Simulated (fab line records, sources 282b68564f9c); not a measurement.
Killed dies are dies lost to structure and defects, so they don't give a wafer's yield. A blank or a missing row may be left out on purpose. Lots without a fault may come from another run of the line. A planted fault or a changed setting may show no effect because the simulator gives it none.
Which tool did it? | flow rit_cmos | 14 lots, 42 wafers sampled, at 2 steps of a route of 202

WHAT THE GAUGES READ, wafer by wafer
RIT_SDANNEAL_RS_MEAS_07: measures by four-point-probe.
lot  | measured    | on            | NLDD_RS (ohm/sq)
L119 | day 3 06:31 | film_metro-04 | 151.1 151.4 150.8
L120 | day 3 08:43 | film_metro-04 | 152.1 151.3 151.8
L121 | day 3 13:43 | film_metro-01 | 151.7 151.7 151.8
L123 | day 3 22:52 | film_metro-04 | 151.8 151.3 151.4
L124 | day 4 02:35 | film_metro-04 | 151.3 151.9 151.8
L125 | day 4 10:43 | film_metro-02 | 151.5 151.9 151.6
L132 | day 5 20:29 | film_metro-02 | 154.9 154.4 154.3 154.6 154.6 154.3
L133 | day 6 00:58 | film_metro-01 | 153.9 154.2 153.8 153.9 154.1 153.8
L135 | day 6 13:59 | film_metro-04 | 151.4 151.5 152.2
L136 | day 7 03:30 | film_metro-02 | 152.2 152.0 151.8
L137 | day 7 03:44 | film_metro-01 | 151.9 151.0 151.4
L138 | day 7 17:01 | film_metro-01 | 151.7 151.6 151.3
L141 | day 8 16:10 | film_metro-04 | 152.2 152.3 152.1
L142 | day 9 01:04 | film_metro-01 | 151.8 151.7 152.3

WHICH TOOL RAN EACH LOT (tool, then ch and the chambers of the sampled wafers, then the start)
lot  | RIT_NLDD_IMPLANT_08
L119 | implanter-04 ch 0, day 2 21:47
L120 | implanter-04 ch 0, day 3 00:11
L121 | implanter-01 ch 0, day 3 05:22
L123 | implanter-03 ch 0, day 3 14:23
L124 | implanter-01 ch 0, day 3 18:16
L125 | implanter-03 ch 0, day 4 02:17
L132 | implanter-03 ch 0, day 5 12:14
L133 | implanter-03 ch 0, day 5 16:32
L135 | implanter-01 ch 0, day 6 05:55
L136 | implanter-04 ch 0, day 6 19:11
L137 | implanter-01 ch 0, day 6 19:26
L138 | implanter-04 ch 0, day 7 08:41
L141 | implanter-01 ch 0, day 8 05:28
L142 | implanter-03 ch 0, day 8 16:16
- RIT_NLDD_IMPLANT_08

WHAT THE TOOLS THEMSELVES READ (means of the sampled wafers that have a number; where no wafer has one, the mark that the record gives instead)
RIT_NLDD_IMPLANT_08.
lot  | tool         | dose_ions_cm2 | faraday_current_uA
L119 | implanter-04 | 4.996e+14     | 1565
L120 | implanter-04 | 5.008e+14     | 1551
L121 | implanter-01 | 5.005e+14     | 1565
L123 | implanter-03 | 4.998e+14     | 1568
L124 | implanter-01 | 5.002e+14     | 1618
L125 | implanter-03 | 4.996e+14     | 1581
L132 | implanter-03 | 4.925e+14     | 1560
L133 | implanter-03 | 4.923e+14     | 1534
L135 | implanter-01 | 5.002e+14     | 1587
L136 | implanter-04 | 4.997e+14     | 1607
L137 | implanter-01 | 5.007e+14     | 1551
L138 | implanter-04 | 4.994e+14     | 1541
L141 | implanter-01 | 5.002e+14     | 1572
L142 | implanter-03 | 5.007e+14     | 1563

THE ANSWER, worked out from the rows above alone
Rule: what is usual is taken from the lots themselves. Put in order of their means at a reading, lots are off if they are a third of the lots or fewer, leave a main group of 4 or more, and stand apart from it by a gap of 3 or more times the standard deviation of the main group's means; of several such gaps the widest counts. A main group whose means are all the same, to the digits that the tables above print for the reading, isn't used. A lot without any number at a reading at which 4 lots or more have one is off too. The other lots that the step has rows for count as sound. The gauges are gone through in route order, then the tools' own readings, and for those a lot's mean is taken as printed above. The first step at which some lot is off is used, and at that step the reading that is off furthest; a lot without a number counts as furthest.
Off: L132, L133, at RIT_SDANNEAL_RS_MEAS_07 (NLDD_RS). The main group: mean 151.7 ohm/sq, standard deviation 0.27.
A tool fits if, at a process step before that reading, it ran every lot that is off, and no sound lot after the first of them. The gauges at RIT_SDANNEAL_RS_MEAS_07 aren't tried: what is off there is off at RIT_NLDD_IMPLANT_08 too, on other tools, and a gauge's error can't cause that. None of those tried fits.

WHAT THE SIMULATOR HAD PUT IN
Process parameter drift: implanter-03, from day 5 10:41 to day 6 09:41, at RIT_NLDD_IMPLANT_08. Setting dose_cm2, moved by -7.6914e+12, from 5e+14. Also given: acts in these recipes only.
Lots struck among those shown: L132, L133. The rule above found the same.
